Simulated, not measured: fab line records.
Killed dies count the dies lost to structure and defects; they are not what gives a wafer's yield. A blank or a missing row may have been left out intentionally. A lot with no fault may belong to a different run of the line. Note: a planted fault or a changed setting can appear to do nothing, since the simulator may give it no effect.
fab line records -- flow rit_cmos
[record] lots = 14, wafers = 42, last_day = 7
route steps=202 shown GATE@92 NSD@139 PSD@152 M1@194
lots untouched by any fault: they come from a run of this same line in which no faults occurred
start_h: the number of hours between the record's first day and the start of the first shown wafer of the lot -- wait_h: time in hours since the lot's previous step -- " unchanged from the row above -- L1.1+2: a row that stands for several wafers -- - either no value or no given start -- * or withheld: withheld -- < > ~ a bound
route shown NAME@n: NAME is a module with steps in the file, n the number in the route of the first one -- usual: the fault-free wafers' mean and standard deviation -- same: alike in all rows -- chamber/n: place in a boat -- sites: readings site by site -- _std_site: standard deviation across them -- _edge_site: inner sites' mean taken away from outer sites' mean -- radius_mm: for every site, how far away it sits from the centre of the wafer -- mask NAME#n: copy n -- behind: the last tool/chamber to shape the wafer -- hold: cause of the lot's hold/its duration in hours/its outcome -- device: the transistor (n, p or np) that didn't switch -- end of line: the same wafers' tests at the end of the route -- a step without rows: its recipe alone -- killed: dies lost to structure and defects at the first sort, not the wafer's yield -- map: a wafer's dies, x killed, . not, _ none there
set.NAME: the setting that was run; set.NAME@STEP: the one run at that earlier step -- model.NAME: the simulator's own value behind a step, which no gauge read
route steps across a sampled set of lots; one table per step, one row per wafer
services: from which hour (start_h, from the record's first day; less than 0 if before it) a tool's chamber was out of use, for how many hours, and why
[[steps]]
[step RIT_GATE_CD_MEAS_16]
[recipe] target_cd_nm = 150
[usual] cd_nm = 149.6/2.5
lot.wafer,tool,chamber,start_h,wait_h,cd_nm
L647.3,cd_sem-01,-,37.25,-,149.7
L647.4,cd_sem-01,-,37.25,-,155.7
L647.6,cd_sem-01,-,37.25,-,152.7
L655.1,cd_sem-01,-,75.57,-,146.9
L655.2,cd_sem-01,-,75.57,-,146.2
L655.5,cd_sem-01,-,75.57,-,145.2
L656.1,cd_sem-02,-,81.49,-,145.5
L656.2,cd_sem-02,-,81.49,-,147.6
L656.5,cd_sem-02,-,81.49,-,149.3
L658.2,cd_sem-01,-,95.24,-,152.0
L658.4,cd_sem-01,-,95.24,-,153.3
L658.6,cd_sem-01,-,95.24,-,153.8
L659.1,cd_sem-01,-,99.68,-,153.0
L659.2,cd_sem-01,-,99.68,-,150.5
L659.5,cd_sem-01,-,99.68,-,149.5
L660.2,cd_sem-02,-,105.87,-,150.8
L660.3,cd_sem-02,-,105.87,-,150.4
L660.4,cd_sem-02,-,105.87,-,149.4
L661.3,cd_sem-02,-,107.51,-,152.8
L661.4,cd_sem-02,-,107.51,-,152.3
L661.5,cd_sem-02,-,107.51,-,152.1
L663.2,cd_sem-02,-,117.91,-,146.8
L663.3,cd_sem-02,-,117.91,-,145.2
L663.6,cd_sem-02,-,117.91,-,146.0
L665.1,cd_sem-02,-,126.19,-,146.6
L665.4,cd_sem-02,-,126.19,-,149.3
L665.5,cd_sem-02,-,126.19,-,146.7
L666.2,cd_sem-01,-,132.33,-,153.0
L666.3,cd_sem-01,-,132.33,-,153.3
L666.5,cd_sem-01,-,132.33,-,152.8
L667.1,cd_sem-02,-,135.78,-,149.1
L667.2,cd_sem-02,-,135.78,-,150.2
L667.5,cd_sem-02,-,135.78,-,151.4
L668.2,cd_sem-01,-,142.28,-,151.2
L668.3,cd_sem-01,-,142.28,-,152.5
L668.4,cd_sem-01,-,142.28,-,151.9
L669.2,cd_sem-01,-,146.35,-,149.5
L669.5,cd_sem-01,-,146.35,-,147.5
L669.6,cd_sem-01,-,146.35,-,148.3
L670.2,cd_sem-01,-,152.04,-,149.2
L670.4,cd_sem-01,-,152.04,-,147.1
L670.6,cd_sem-01,-,152.04,-,153.0
[step RIT_NSD_IMPLANT_08]
[recipe] species = P, energy_kev = 25, dose_cm2 = 1e+15, tilt_deg = 7
[usual] beam_energy_keV = 25.000/0.0089, beam_on_s = 10.02/0.21
lot.wafer,tool,chamber,start_h,wait_h,beam_energy_keV,beam_on_s
L647.3,implanter-03,0,50.24,0.1,25.005,9.81
L647.4,implanter-03,0,50.24,0.1,25.002,10.14
L647.6,implanter-03,0,50.24,0.1,24.987,9.84
L655.1,implanter-03,-,86.31,0.1,-,-
L655.2,implanter-03,-,86.31,0.1,-,-
L655.5,implanter-03,-,86.31,0.1,-,-
L656.1,implanter-01,-,91.88,0.1,-,-
L656.2,implanter-01,-,91.88,0.1,-,-
L656.5,implanter-01,-,91.88,0.1,-,-
L658.2,implanter-03,0,107.96,0.1,25.011,10.33
L658.4,implanter-03,0,107.96,0.1,25.010,10.16
L658.6,implanter-03,0,107.96,0.1,25.017,10.12
L659.1,implanter-03,0,110.83,0.1,24.995,10.09
L659.2,implanter-03,0,110.83,0.1,24.991,9.82
L659.5,implanter-03,0,110.83,0.1,24.997,9.91
L660.2,implanter-03,0,116.37,0.1,24.980,9.87
L660.3,implanter-03,0,116.37,0.1,24.984,9.75
L660.4,implanter-03,0,116.37,0.1,24.982,10.21
L661.3,implanter-03,0,118.46,0.1,25.002,10.25
L661.4,implanter-03,0,118.46,0.1,25.003,9.92
L661.5,implanter-03,0,118.46,0.1,24.997,9.68
L663.2,implanter-04,0,128.35,0.1,24.997,10.03
L663.3,implanter-04,0,128.35,0.1,24.998,10.15
L663.6,implanter-04,0,128.35,0.1,25.006,10.19
L665.1,implanter-04,0,136.82,0.1,24.996,10.42
L665.4,implanter-04,0,136.82,0.1,24.989,10.01
L665.5,implanter-04,0,136.82,0.1,24.990,10.40
L666.2,implanter-01,0,143.12,0.1,24.993,9.66
L666.3,implanter-01,0,143.12,0.1,24.988,10.29
L666.5,implanter-01,0,143.12,0.1,24.984,9.88
L667.1,implanter-01,0,146.10,0.1,25.013,10.11
L667.2,implanter-01,0,146.10,0.1,25.001,10.09
L667.5,implanter-01,0,146.10,0.1,24.997,9.86
L668.2,implanter-01,0,153.75,0.1,25.010,10.17
L668.3,implanter-01,0,153.75,0.1,25.014,9.96
L668.4,implanter-01,0,153.75,0.1,25.022,10.00
L669.2,implanter-04,0,156.60,0.1,25.002,10.52
L669.5,implanter-04,0,156.60,0.1,25.000,9.81
L669.6,implanter-04,0,156.60,0.1,24.993,9.95
L670.2,implanter-04,0,162.49,0.1,24.996,9.67
L670.4,implanter-04,0,162.49,0.1,24.998,10.13
L670.6,implanter-04,0,162.49,0.1,24.994,10.09
[step RIT_NSD_TW_MEAS_10]
[usual] NSD_TW = 3117/22
lot.wafer,tool,chamber,start_h,wait_h,hold,NSD_TW
L647.3,film_metro-03,-,50.53,0.1,-,3132
L647.4,film_metro-03,-,50.53,0.1,-,3133
L647.6,film_metro-03,-,50.53,0.1,-,3135
L655.1,film_metro-03,-,86.63,0.1,await_dispo/0.2h/release,30
L655.2,film_metro-03,-,86.63,0.1,await_dispo/0.2h/release,30
L655.5,film_metro-03,-,86.63,0.1,await_dispo/0.2h/release,30
L655.1,film_metro-03,-,86.86,0.2,-,30
L655.2,film_metro-03,-,86.86,0.2,-,30
L655.5,film_metro-03,-,86.86,0.2,-,30
L656.1,film_metro-02,-,92.20,0.1,await_dispo/0.2h/release,30
L656.2,film_metro-02,-,92.20,0.1,await_dispo/0.2h/release,30
L656.5,film_metro-02,-,92.20,0.1,await_dispo/0.2h/release,30
L656.1,film_metro-02,-,92.43,0.2,-,30
L656.2,film_metro-02,-,92.43,0.2,-,30
L656.5,film_metro-02,-,92.43,0.2,-,30
L658.2,film_metro-03,-,108.27,0.1,-,3115
L658.4,film_metro-03,-,108.27,0.1,-,3107
L658.6,film_metro-03,-,108.27,0.1,-,3093
L659.1,film_metro-02,-,111.16,0.1,-,3071
L659.2,film_metro-02,-,111.16,0.1,-,3100
L659.5,film_metro-02,-,111.16,0.1,-,3073
L660.2,film_metro-02,-,116.68,0.1,-,3079
L660.3,film_metro-02,-,116.68,0.1,-,3085
L660.4,film_metro-02,-,116.68,0.1,-,3071
L661.3,film_metro-02,-,118.76,0.1,-,3097
L661.4,film_metro-02,-,118.76,0.1,-,3082
L661.5,film_metro-02,-,118.76,0.1,-,3071
L663.2,film_metro-02,-,128.66,0.1,-,3105
L663.3,film_metro-02,-,128.66,0.1,-,3085
L663.6,film_metro-02,-,128.66,0.1,-,3105
L665.1,film_metro-01,-,137.14,0.1,-,3133
L665.4,film_metro-01,-,137.14,0.1,-,3125
L665.5,film_metro-01,-,137.14,0.1,-,3127
L666.2,film_metro-03,-,143.43,0.1,-,3096
L666.3,film_metro-03,-,143.43,0.1,-,3099
L666.5,film_metro-03,-,143.43,0.1,-,3108
L667.1,film_metro-02,-,146.42,0.1,-,3078
L667.2,film_metro-02,-,146.42,0.1,-,3107
L667.5,film_metro-02,-,146.42,0.1,-,3110
L668.2,film_metro-01,-,154.06,0.1,-,3135
L668.3,film_metro-01,-,154.06,0.1,-,3130
L668.4,film_metro-01,-,154.06,0.1,-,3126
L669.2,film_metro-03,-,156.91,0.1,-,3124
L669.5,film_metro-03,-,156.91,0.1,-,3124
L669.6,film_metro-03,-,156.91,0.1,-,3121
L670.2,film_metro-02,-,162.80,0.1,-,3112
L670.4,film_metro-02,-,162.80,0.1,-,3109
L670.6,film_metro-02,-,162.80,0.1,-,3104
[step RIT_PSD_TW_MEAS_10]
[usual] PSD_TW = 3427/23
lot.wafer,tool,chamber,start_h,wait_h,PSD_TW
L647.3,film_metro-03,-,52.03,0.1,3423
L647.4,film_metro-03,-,52.03,0.1,3465
L647.6,film_metro-03,-,52.03,0.1,3439
L658.2,film_metro-02,-,109.69,0.1,3395
L658.4,film_metro-02,-,109.69,0.1,3386
L658.6,film_metro-02,-,109.69,0.1,3389
L659.1,film_metro-02,-,112.69,0.1,3402
L659.2,film_metro-02,-,112.69,0.1,3382
L659.5,film_metro-02,-,112.69,0.1,3392
L660.2,film_metro-01,-,118.36,0.1,3460
L660.3,film_metro-01,-,118.36,0.1,3461
L660.4,film_metro-01,-,118.36,0.1,3465
L661.3,film_metro-03,-,120.41,0.1,3409
L661.4,film_metro-03,-,120.41,0.1,3406
L661.5,film_metro-03,-,120.41,0.1,3401
L663.2,film_metro-02,-,130.21,0.1,3391
L663.3,film_metro-02,-,130.21,0.1,3413
L663.6,film_metro-02,-,130.21,0.1,3395
L665.1,film_metro-02,-,138.56,0.1,3424
L665.4,film_metro-02,-,138.56,0.1,3416
L665.5,film_metro-02,-,138.56,0.1,3405
L666.2,film_metro-01,-,144.97,0.1,3436
L666.3,film_metro-01,-,144.97,0.1,3444
L666.5,film_metro-01,-,144.97,0.1,3454
L667.1,film_metro-02,-,147.84,0.1,3418
L667.2,film_metro-02,-,147.84,0.1,3404
L667.5,film_metro-02,-,147.84,0.1,3404
L668.2,film_metro-03,-,155.48,0.1,3439
L668.3,film_metro-03,-,155.48,0.1,3454
L668.4,film_metro-03,-,155.48,0.1,3453
L669.2,film_metro-03,-,158.34,0.1,3447
L669.5,film_metro-03,-,158.34,0.1,3431
L669.6,film_metro-03,-,158.34,0.1,3436
L670.2,film_metro-02,-,164.35,0.1,3401
L670.4,film_metro-02,-,164.35,0.1,3414
L670.6,film_metro-02,-,164.35,0.1,3410
[step RIT_M1_OVL_MEAS_10]
[usual] M1_OVL = -0.6/1.3
lot.wafer,tool,chamber,start_h,wait_h,M1_OVL[nm]
L647.3,overlay-02,-,57.36,0.1,0.4
L647.4,overlay-02,-,57.36,0.1,0.3
L647.6,overlay-02,-,57.36,0.1,-0.7
L658.2,overlay-02,-,115.44,0.1,0.8
L658.4,overlay-02,-,115.44,0.1,0.1
L658.6,overlay-02,-,115.44,0.1,0.1
L659.1,overlay-01,-,118.13,0.1,0.6
L659.2,overlay-01,-,118.13,0.1,0.4
L659.5,overlay-01,-,118.13,0.1,0.3
L660.2,overlay-02,-,123.88,0.1,-0.5
L660.3,overlay-02,-,123.88,0.1,0.4
L660.4,overlay-02,-,123.88,0.1,-1.1
L661.3,overlay-02,-,125.61,0.1,0.4
L661.4,overlay-02,-,125.61,0.1,-1.5
L661.5,overlay-02,-,125.61,0.1,-1.3
L663.2,overlay-01,-,135.54,0.1,-2.0
L663.3,overlay-01,-,135.54,0.1,-1.6
L663.6,overlay-01,-,135.54,0.1,-2.8
L665.1,overlay-01,-,144.50,0.1,-0.6
L665.4,overlay-01,-,144.50,0.1,-0.6
L665.5,overlay-01,-,144.50,0.1,-0.5
L666.2,overlay-01,-,150.49,0.1,-1.0
L666.3,overlay-01,-,150.49,0.1,0.3
L666.5,overlay-01,-,150.49,0.1,-1.3
L667.1,overlay-01,-,153.66,0.1,-3.1
L667.2,overlay-01,-,153.66,0.1,-2.4
L667.5,overlay-01,-,153.66,0.1,-1.7
L668.2,overlay-02,-,160.79,0.1,-2.7
L668.3,overlay-02,-,160.79,0.1,-1.4
L668.4,overlay-02,-,160.79,0.1,-2.7
L669.2,overlay-02,-,163.73,0.1,1.3
L669.5,overlay-02,-,163.73,0.1,0.3
L669.6,overlay-02,-,163.73,0.1,1.1
L670.2,overlay-01,-,169.71,0.1,-1.3
L670.4,overlay-01,-,169.71,0.1,-0.9
L670.6,overlay-01,-,169.71,0.1,-1.2
[[services]]
tool,chamber,start_h,hours,kind
implanter-04,-,84.54,5.5,pm
implanter-03,-,98.97,2.2,repair
implanter-03,-,149.14,1.8,repair
[[key]]
[first_sign] step = RIT_NSD_IMPLANT_08, reading = tool_record, direction = missing
[effect] step = RIT_NSD_TW_MEAS_10, reading = visit, direction = added
[effect] step = RIT_NSD_TW_MEAS_10, reading = NSD_TW, direction = down, sigmas = 99+, usual = 3117, struck = 30
met_at RIT_NSD_IMPLANT_08
struck_lots L655,L656
later_rows_left_out L655.1,L655.2,L655.5,L656.1,L656.2,L656.5
sort_left_out L655.1,L655.2,L655.5,L656.1,L656.2,L656.5
tester_left_out L655,L656
not_acting_at RIT_GATE_CD_MEAS_16,RIT_PSD_TW_MEAS_10,RIT_M1_OVL_MEAS_10
onset_between 50.24 86.31
[fault] kind = skipped_step_whole, tool = implanter-01,implanter-03, chamber = -, onset_h = 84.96, steps = RIT_NSD_IMPLANT_08, scope = struck_lots_only
// tester_left_out: of these lots the tester's yield and bins aren't shown, on N5 and GAA mostly nor the transistor test; their killed dies are dies lost to structure and defects alone, not to doping, threshold or leakage, so they don't give the yield
// sort_left_out: the simulated sort isn't trusted on such a fault, so these wafers' sort isn't shown, and their yield isn't known
// later_rows_left_out: the simulator's readings of these wafers behind a module that went badly wrong aren't trusted and aren't shown, but for the sort
